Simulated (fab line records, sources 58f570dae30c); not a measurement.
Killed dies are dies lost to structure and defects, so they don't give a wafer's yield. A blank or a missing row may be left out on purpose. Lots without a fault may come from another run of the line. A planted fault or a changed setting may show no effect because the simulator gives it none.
Which tool did it? | flow berkeley_cmos170 | 7 lots, 21 wafers sampled, at 1 step of a route of 331

WHAT THE GAUGES READ, wafer by wafer
UCB170_FIELD_THK_MEAS_91.
lot  | measured     | on            | FIELD_OXIDE_LEFT_2_THK (nm)
L603 | day 7 08:41  | film_metro-01 | 358 360 354
L606 | day 7 15:52  | film_metro-02 | 356 363 361
L608 | day 8 12:47  | film_metro-01 | 354 348 367
L610 | day 9 02:31  | film_metro-01 | 364 355 365
L613 | day 9 03:38  | film_metro-02 | 354 350 353
L619 | day 10 10:11 | film_metro-01 | 353 359 365
L624 | day 11 15:02 | film_metro-03 | 345 343 344

WHICH TOOL RAN EACH LOT (tool, then ch and the chambers of the sampled wafers, then the start)
The record holds no process step before these readings.

THE ANSWER, worked out from the rows above alone
Rule: what is usual is taken from the lots themselves. Put in order of their means at a reading, lots are off if they are a third of the lots or fewer, leave a main group of 4 or more, and stand apart from it by a gap of 3 or more times the standard deviation of the main group's means; of several such gaps the widest counts. A main group whose means are all the same, to the digits that the tables above print for the reading, isn't used. A lot without any number at a reading at which 4 lots or more have one is off too. The other lots that the step has rows for count as sound.
No lot is off at any reading shown: from this, nothing can be told.

WHAT THE SIMULATOR HAD PUT IN
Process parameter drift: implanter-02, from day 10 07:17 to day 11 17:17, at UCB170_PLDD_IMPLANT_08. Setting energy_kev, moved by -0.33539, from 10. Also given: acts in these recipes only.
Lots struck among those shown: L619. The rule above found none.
